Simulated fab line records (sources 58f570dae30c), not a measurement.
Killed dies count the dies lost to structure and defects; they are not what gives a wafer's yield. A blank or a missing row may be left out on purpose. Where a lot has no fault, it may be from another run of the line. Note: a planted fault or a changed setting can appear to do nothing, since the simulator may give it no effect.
fab line records -- flow berkeley_cmos170
record lots=7, wafers=21, last_day=11
route steps=331 shown PWELL@53 WELLDRIVE@55 ACTIVE@60
lots untouched by any fault: they come from a run of this same line in which no faults occurred
start_h: hours from the record's first day to the start of the lot's first wafer shown -- wait_h: time in hours since the lot's previous step -- " identical to the entry in the row above -- L1.1+2: one row covering several wafers at once -- - no value, or no start given -- * or withheld: withheld -- < > ~ a bound
route shown NAME@n: NAME is a module with steps in the file, n the number in the route of the first one -- usual: mean/standard deviation of fault-free wafers -- same: alike in all rows -- chamber/n: place in a boat -- sites: the reading at each site -- _std_site: standard deviation of those values -- _edge_site: the outer-site mean with the inner-site mean subtracted -- radius_mm: how far each site lies from the wafer's centre -- mask NAME#n: copy n -- behind: the tool/chamber that last shaped the wafer -- hold: the reason the lot was held/the length of the hold in hours/how it ended -- device: whichever transistor did not switch (one of n, p or np) -- end of line: the tests these same wafers got at the end of their route -- step lacking rows: just its recipe -- killed: dies that structure and defects cost at the first sort, which is not the same as the wafer's yield -- map: a wafer's dies, x killed, . not, _ none there
set.NAME: the setting the step ran with; set.NAME@STEP: the setting that earlier step ran with -- model.NAME: the simulator's own value behind a step, which no gauge read
certain route steps with their lots: each step a table, each wafer a row
services: a tool's chamber out of use, with start hour (start_h, from the record's first day; less than 0 if before it), hours out, and reason
## steps
# step UCB170_PWELL_WET_ETCH_19
# recipe chemistry=H3PO4, target=Si3N4, temp_c=160, time_s=14400
# step UCB170_PWELL_WET_ETCH_20
# recipe chemistry=BOE, dilution=5:1, target=SiO2, temp_c=25, time_s=22
# step UCB170_WELLDRIVE_CLEAN_00
# recipe chemistry=SPM, temp_c=120, time_s=600
# step UCB170_WELLDRIVE_OXIDATION_01
# recipe temp_c=1100, ambient=O2, target_thk_a=1990, ox_time_s=9000
# step UCB170_WELLDRIVE_THK_MEAS_02
# recipe reads=SiO2_of_WELLDRIVE_OXIDATION_01
# usual WELLDRIVE_OXIDE_THK=200/3.5
lot.wafer,tool,chamber,start_h,wait_h,WELLDRIVE_OXIDE_THK[nm]
L243.2,film_metro-04,-,104.24,0.0,199
L243.3,film_metro-04,-,104.24,0.0,199
L243.4,film_metro-04,-,104.24,0.0,197
L245.1,film_metro-03,-,114.10,0.0,200
L245.4,film_metro-03,-,114.10,0.0,199
L245.6,film_metro-03,-,114.10,0.0,199
L250.1,film_metro-02,-,133.43,0.0,202
L250.3,film_metro-02,-,133.43,0.0,203
L250.6,film_metro-02,-,133.43,0.0,206
L253.2,film_metro-03,-,140.44,0.0,194
L253.3,film_metro-03,-,140.44,0.0,197
L253.6,film_metro-03,-,140.44,0.0,194
L254.2,film_metro-03,-,146.62,0.0,197
L254.3,film_metro-03,-,146.62,0.0,203
L254.6,film_metro-03,-,146.62,0.0,203
L255.2,film_metro-04,-,146.62,0.0,200
L255.3,film_metro-04,-,146.62,0.0,197
L255.4,film_metro-04,-,146.62,0.0,197
L259.1,film_metro-03,-,165.35,0.0,205
L259.2,film_metro-03,-,165.35,0.0,206
L259.4,film_metro-03,-,165.35,0.0,205
# step UCB170_WELLDRIVE_ANNEAL_03
# recipe temp_c=1100, time_s=900, ambient=N2
# step UCB170_WELLDRIVE_WET_ETCH_04
# recipe chemistry=BOE, dilution=5:1, target=SiO2, temp_c=25, time_s=120
# step UCB170_ACTIVE_CLEAN_00
# recipe chemistry=SPM, temp_c=120, time_s=600
# step UCB170_ACTIVE_CLEAN_01
# recipe chemistry=dHF, dilution=25:1, time_s=60
# step UCB170_ACTIVE_OXIDATION_02
# recipe temp_c=1000, ambient=O2, target_thk_a=264, ox_time_s=1260
# step UCB170_ACTIVE_THK_MEAS_03
# recipe reads=SiO2_of_ACTIVE_OXIDATION_02
# usual ACTIVE_OXIDE_THK=26.5/0.44
lot.wafer,tool,chamber,start_h,wait_h,ACTIVE_OXIDE_THK[nm]
L243.2,film_metro-04,-,113.97,0.0,26.4
L243.3,film_metro-04,-,113.97,0.0,27.0
L243.4,film_metro-04,-,113.97,0.0,27.0
L245.1,film_metro-04,-,122.86,0.0,27.1
L245.4,film_metro-04,-,122.86,0.0,27.4
L245.6,film_metro-04,-,122.86,0.0,27.2
L250.1,film_metro-03,-,137.97,0.0,26.8
L250.3,film_metro-03,-,137.97,0.0,26.6
L250.6,film_metro-03,-,137.97,0.0,26.7
L253.2,film_metro-03,-,150.87,0.0,25.9
L253.3,film_metro-03,-,150.87,0.0,25.8
L253.6,film_metro-03,-,150.87,0.0,26.1
L254.2,film_metro-04,-,155.37,0.0,25.9
L254.3,film_metro-04,-,155.37,0.0,26.2
L254.6,film_metro-04,-,155.37,0.0,25.8
L255.2,film_metro-01,-,155.37,0.0,26.6
L255.3,film_metro-01,-,155.37,0.0,26.3
L255.4,film_metro-01,-,155.37,0.0,26.1
L259.1,film_metro-03,-,173.05,0.0,26.4
L259.2,film_metro-03,-,173.05,0.0,26.6
L259.4,film_metro-03,-,173.05,0.0,26.9
# step UCB170_ACTIVE_ANNEAL_04
# recipe temp_c=1000, time_s=900, ambient=N2
# step UCB170_ACTIVE_CVD_05
# recipe material=Si3N4, target_thk_nm=220, temp_c=800, precursor=SiH2Cl2/NH3, time_s=3300, pressure_mtorr=200, sih2cl2_flow_sccm=25, nh3_flow_sccm=75
# usual pressure_mtorr=199.9/0.39, spike_tc_centre_C=802.8/1, spike_tc_source_C=820.9/1, susceptor_temp_C=800.0/0.35, zone_power_centre_pct=38/3.5, zone_power_source_pct=21.6/1.2
lot.wafer,tool,chamber,start_h,wait_h,pressure_mtorr,spike_tc_centre_C,spike_tc_source_C,susceptor_temp_C,zone_power_centre_pct,zone_power_source_pct,model.Si3N4_of_ACTIVE_CVD_05.thk_nm
L243.2,lpcvd-02,0,118.02,0.0,200.3,801.9,820.5,800.3,42,20.2,222.6
L243.3,lpcvd-02,0,118.02,0.0,199.8,803.4,822.8,799.3,41,20.1,219.7
L243.4,lpcvd-02,0,118.02,0.0,200.0,802.7,822.0,800.3,42,19.5,219.2
L245.1,lpcvd-01,1,127.36,1.8,199.8,804.5,821.6,799.7,37,21.5,216.5
L245.4,lpcvd-01,1,127.36,1.8,200.4,802.6,821.4,800.6,36,22.1,214.7
L245.6,lpcvd-01,1,127.36,1.8,199.6,805.2,821.4,800.1,37,22.4,215.4
L250.1,lpcvd-02,0,142.58,0.0,199.8,831.0,821.4,799.5,52,18.6,229.2
L250.3,lpcvd-02,0,142.58,0.0,199.4,831.0,820.8,800.0,53,18.4,241.9
L250.6,lpcvd-02,0,142.58,0.0,199.3,829.5,819.3,800.3,52,18.5,276.3
L253.2,lpcvd-01,1,156.45,0.0,200.3,802.3,821.3,799.7,37,21.5,218.2
L253.3,lpcvd-01,1,156.45,0.0,200.1,804.1,822.3,800.0,37,22.1,218.7
L253.6,lpcvd-01,1,156.45,0.0,199.9,802.2,821.2,800.4,36,22.1,218.5
L254.2,lpcvd-02,1,160.84,0.3,199.7,830.6,822.1,799.7,54,20.2,232.7
L254.3,lpcvd-02,1,160.84,0.3,200.0,829.4,820.3,800.0,53,20.2,239.7
L254.6,lpcvd-02,1,160.84,0.3,199.5,829.8,819.2,800.3,53,20.2,272.1
L255.2,lpcvd-02,1,160.84,0.3,199.7,829.9,820.2,799.9,54,20.3,235.2
L255.3,lpcvd-02,1,160.84,0.3,199.6,829.8,817.8,799.5,54,20.1,242.7
L255.4,lpcvd-02,1,160.84,0.3,200.4,830.7,818.4,799.8,53,20.3,253.5
L259.1,lpcvd-01,0,180.27,1.2,200.1,803.9,821.8,800.7,32,23.1,222.4
L259.2,lpcvd-01,0,180.27,1.2,200.1,801.3,820.4,800.3,33,23.1,220.1
L259.4,lpcvd-01,0,180.27,1.2,199.5,803.2,820.8,800.6,32,23.3,221.8
# step UCB170_ACTIVE_THK_MEAS_06
# recipe reads=Si3N4_of_ACTIVE_CVD_05
# usual ACTIVE_NITRIDE_THK=219.9/2.6
lot.wafer,tool,chamber,start_h,wait_h,ACTIVE_NITRIDE_THK[nm]
L243.2,film_metro-01,-,119.95,0.0,222.7
L243.3,film_metro-01,-,119.95,0.0,219.7
L243.4,film_metro-01,-,119.95,0.0,219.1
L245.1,film_metro-04,-,130.30,0.1,216.6
L245.4,film_metro-04,-,130.30,0.1,214.6
L245.6,film_metro-04,-,130.30,0.1,215.3
L250.1,film_metro-01,-,144.50,0.0,229.0
L250.3,film_metro-01,-,144.50,0.0,242.0
L250.6,film_metro-01,-,144.50,0.0,276.0
L253.2,film_metro-01,-,158.37,0.0,218.1
L253.3,film_metro-01,-,158.37,0.0,218.4
L253.6,film_metro-01,-,158.37,0.0,218.6
L254.2,film_metro-03,-,162.77,0.0,232.7
L254.3,film_metro-03,-,162.77,0.0,239.7
L254.6,film_metro-03,-,162.77,0.0,272.0
L255.2,film_metro-04,-,162.77,0.0,235.3
L255.3,film_metro-04,-,162.77,0.0,242.8
L255.4,film_metro-04,-,162.77,0.0,253.5
L259.1,film_metro-01,-,182.19,0.0,222.3
L259.2,film_metro-01,-,182.19,0.0,220.2
L259.4,film_metro-01,-,182.19,0.0,221.6
# step UCB170_ACTIVE_HMDS_07
# recipe prime_time_s=60, prime_temp_c=100
# step UCB170_ACTIVE_COAT_08
# recipe resist=KrF, spin_rpm=1500, resist_thk_nm=900
# step UCB170_ACTIVE_SOFTBAKE_09
# recipe resist=KrF, temp_c=130, time_s=60
# step UCB170_ACTIVE_EXPOSE_10
# recipe mask_id=ACTIVE, target_cd_nm=1200, na=0.5, sigma_outer=0.6, source_shape=conventional, dose_mj=20
# step UCB170_ACTIVE_PEB_11
# recipe peb_temp_c=130, peb_time_s=withheld, resist=KrF
# step UCB170_ACTIVE_DEVELOP_12
# recipe developer=TMAH, develop_time_s=45, resist=KrF, dev_temp_c=21
# step UCB170_ACTIVE_CD_MEAS_13
# recipe target_cd_nm=1200
# usual cd_nm=1199.9/1.3
lot.wafer,tool,chamber,start_h,wait_h,cd_nm
L243.2,cd_sem-01,-,121.02,-,1198.4
L243.3,cd_sem-01,-,121.02,-,1197.7
L243.4,cd_sem-01,-,121.02,-,1199.2
L245.1,cd_sem-02,-,131.93,-,1197.7
L245.4,cd_sem-02,-,131.93,-,1198.6
L245.6,cd_sem-02,-,131.93,-,1199.0
L250.1,cd_sem-02,-,145.52,-,1198.0
L250.3,cd_sem-02,-,145.52,-,1196.1
L250.6,cd_sem-02,-,145.52,-,1198.7
L253.2,cd_sem-02,-,160.04,-,1199.9
L253.3,cd_sem-02,-,160.04,-,1200.9
L253.6,cd_sem-02,-,160.04,-,1201.4
L255.2,cd_sem-01,-,164.96,-,1199.6
L255.3,cd_sem-01,-,164.96,-,1201.5
L255.4,cd_sem-01,-,164.96,-,1199.9
L254.2,cd_sem-02,-,165.06,-,1198.7
L254.3,cd_sem-02,-,165.06,-,1198.9
L254.6,cd_sem-02,-,165.06,-,1200.2
L259.1,cd_sem-01,-,183.87,-,1199.5
L259.2,cd_sem-01,-,183.87,-,1198.6
L259.4,cd_sem-01,-,183.87,-,1198.6
# step UCB170_ACTIVE_OVL_MEAS_14
# usual ACTIVE_OVL=-2/4.7
lot.wafer,tool,chamber,start_h,wait_h,ACTIVE_OVL[nm]
L243.2,overlay-02,-,121.13,0.1,-1
L243.3,overlay-02,-,121.13,0.1,-5
L243.4,overlay-02,-,121.13,0.1,3
L245.1,overlay-01,-,132.05,0.1,-3
L245.4,overlay-01,-,132.05,0.1,-4
L245.6,overlay-01,-,132.05,0.1,2
L250.1,overlay-02,-,145.64,0.1,-2
L250.3,overlay-02,-,145.64,0.1,-4
L250.6,overlay-02,-,145.64,0.1,-5
L253.2,overlay-02,-,160.15,0.1,5
L253.3,overlay-02,-,160.15,0.1,-4
L253.6,overlay-02,-,160.15,0.1,4
L255.2,overlay-01,-,165.07,0.1,1
L255.3,overlay-01,-,165.07,0.1,4
L255.4,overlay-01,-,165.07,0.1,-2
L254.2,overlay-02,-,165.17,0.1,-1
L254.3,overlay-02,-,165.17,0.1,-2
L254.6,overlay-02,-,165.17,0.1,-8
L259.1,overlay-01,-,183.99,0.1,1
L259.2,overlay-01,-,183.99,0.1,1
L259.4,overlay-01,-,183.99,0.1,-8
# step UCB170_ACTIVE_ETCH_15
# recipe chemistry=CH3F/Ar/O2, target=Si3N4, stop_on=SiO2, CH3F_flow_sccm=20, Ar_flow_sccm=50, O2_flow_sccm=7, pressure_mtorr=50, rf_w=450, target_depth_a=2420, over_etch_frac=0.1, time_s=151
# usual drypump_motor_current_A=5.8/0.51, oes_product_au=0.938/0.0086, throttle_valve_pct=8.02/0.13
lot.wafer,tool,chamber,start_h,wait_h,drypump_motor_current_A,oes_product_au,rf_hours_counter_h,throttle_valve_pct,model.etch.depth_nm
L243.2,rie_diel-04,1,121.16,0.0,5.5,0.944,74,8.00,222.6
L243.3,rie_diel-04,3,121.16,0.0,5.2,0.949,19,7.96,219.7
L243.4,rie_diel-04,0,121.16,0.0,5.4,0.935,51,8.21,219.2
L245.1,rie_diel-02,0,132.08,0.0,5.9,0.936,98,8.10,216.5
L245.4,rie_diel-02,3,132.08,0.0,4.9,0.934,39,8.11,214.7
L245.6,rie_diel-02,2,132.08,0.0,6.6,0.923,-,8.04,215.4
L250.1,rie_diel-04,2,145.68,0.0,6.0,0.968,14,7.85,229.2
L250.3,rie_diel-04,0,145.68,0.0,5.4,0.986,52,8.23,241.9
L250.6,rie_diel-04,3,145.68,0.0,5.2,1.000,-,7.95,237.6
L253.2,rie_diel-02,3,160.18,0.0,4.9,0.934,41,8.11,218.2
L253.3,rie_diel-02,0,160.18,0.0,5.9,0.951,100,8.11,218.7
L253.6,rie_diel-02,0,160.18,0.0,5.8,0.954,-,8.10,218.5
L255.2,rie_diel-04,3,165.10,0.0,5.2,0.989,21,7.97,235.2
L255.3,rie_diel-04,1,165.10,0.0,5.5,0.989,76,8.01,242.7
L255.4,rie_diel-04,0,165.10,0.0,5.4,1.011,53,8.22,248.4
L254.2,rie_diel-02,2,165.20,0.0,6.6,0.973,72,8.03,232.7
L254.3,rie_diel-02,0,165.20,0.0,5.8,0.989,100,8.12,238.5
L254.6,rie_diel-02,3,165.20,0.0,4.9,1.005,-,8.12,241.7
L259.1,rie_diel-03,0,184.02,0.0,6.3,0.954,21,7.82,222.4
L259.2,rie_diel-03,1,184.02,0.0,6.0,0.942,62,7.94,220.1
L259.4,rie_diel-03,2,184.02,0.0,6.1,0.931,8,8.23,221.8
# step UCB170_ACTIVE_STRIP_16
# recipe chemistry=O2, power_w=400, pressure_mtorr=3500, platen_temp_c=withheld, o2_flow_sccm=400, overash_fraction=0.5
# usual drypump_motor_current_A=5.8/0.33, oes_product_au=0.721/0.0047, strip_time_to_endpoint_s=18.10/0.088
lot.wafer,tool,chamber,start_h,wait_h,drypump_motor_current_A,oes_product_au,rf_hours_counter_h,strip_time_to_endpoint_s
L243.2,plasma_asher-04,1,121.26,0.1,5.9,0.714,43,18.01
L243.3,plasma_asher-04,0,121.26,0.1,6.0,0.723,-,18.09
L243.4,plasma_asher-04,1,121.26,0.1,5.8,0.725,-,18.08
L245.1,plasma_asher-04,0,132.19,0.1,6.0,0.727,44,18.12
L245.4,plasma_asher-04,0,132.19,0.1,6.0,0.717,-,18.02
L245.6,plasma_asher-04,0,132.19,0.1,6.0,0.724,-,18.14
L250.1,plasma_asher-04,0,145.78,0.1,6.1,0.726,45,18.24
L250.3,plasma_asher-04,0,145.78,0.1,6.0,0.722,-,18.17
L250.6,plasma_asher-04,0,145.78,0.1,6.0,0.726,-,18.17
L253.2,plasma_asher-02,0,160.28,0.1,5.3,0.719,45,18.07
L253.3,plasma_asher-02,0,160.28,0.1,5.2,0.715,-,18.13
L253.6,plasma_asher-02,0,160.28,0.1,5.3,0.719,-,18.16
L255.2,plasma_asher-03,0,165.20,0.1,6.2,0.724,39,17.95
L255.3,plasma_asher-03,1,165.20,0.1,5.7,0.722,-,17.79
L255.4,plasma_asher-03,0,165.20,0.1,6.1,0.727,-,17.83
L254.2,plasma_asher-04,1,165.30,0.1,5.8,0.728,48,18.11
L254.3,plasma_asher-04,0,165.30,0.1,6.1,0.717,-,18.10
L254.6,plasma_asher-04,0,165.30,0.1,6.1,0.722,-,18.02
L259.1,plasma_asher-02,0,184.13,0.1,5.3,0.719,48,18.19
L259.2,plasma_asher-02,1,184.13,0.1,5.2,0.715,48,18.13
L259.4,plasma_asher-02,1,184.13,0.1,5.2,0.728,-,18.15
## services
tool,chamber,start_h,hours,kind
rie_diel-02,0,101.69,7.8,repair
plasma_asher-03,-,102.92,2.8,pm
lpcvd-02,-,113.69,0.7,repair
rie_diel-04,0,127.66,2.3,repair
rie_diel-02,2,151.80,5.0,repair
## key
first_sign step=UCB170_ACTIVE_CVD_05, reading=spike_tc_centre_C, direction=up, sigmas=27, usual=802.8, struck=830.2
effect step=UCB170_ACTIVE_CVD_05, reading=zone_power_centre_pct, direction=up, sigmas=4.3, usual=38, struck=53
effect step=UCB170_ACTIVE_THK_MEAS_06, reading=ACTIVE_NITRIDE_THK, direction=up, sigmas=10, usual=219.9, struck=247.0
effect step=UCB170_ACTIVE_ETCH_15, reading=oes_product_au, direction=up, sigmas=6, usual=0.938, struck=0.990
model_effect step=UCB170_ACTIVE_CVD_05, value=Si3N4_of_ACTIVE_CVD_05.thk_nm, without=218.3, struck=247
model_effect step=UCB170_ACTIVE_ETCH_15, value=etch.depth_nm, without=218.3, struck=238.7
met_at UCB170_ACTIVE_CVD_05
struck_wafers L250.1,L250.3,L250.6,L254.2,L254.3,L254.6,L255.2,L255.3,L255.4
later_rows_left_out L250.6,L254.3,L254.6,L255.4
sort_left_out L250.1,L250.3,L250.6,L254.2,L254.3,L254.6,L255.2,L255.3,L255.4
tester_left_out L250,L254,L255
onset_between 118.02 142.58
fault kind=process_parameter_drift, tool=lpcvd-02, chamber=-, onset_h=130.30, steps=UCB170_ACTIVE_CVD_05, channel=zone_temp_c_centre, offset=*, shape=step, end_h=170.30
# tester_left_out: of these lots the tester's yield and bins aren't shown, on N5 and GAA mostly nor the transistor test; their killed dies are dies lost to structure and defects alone, not to doping, threshold or leakage, so they don't give the yield
# sort_left_out: the simulated sort isn't trusted on such a fault, so these wafers' sort isn't shown, and their yield isn't known
# later_rows_left_out: the simulator's readings of these wafers behind a module that went badly wrong aren't trusted and aren't shown, but for the sort
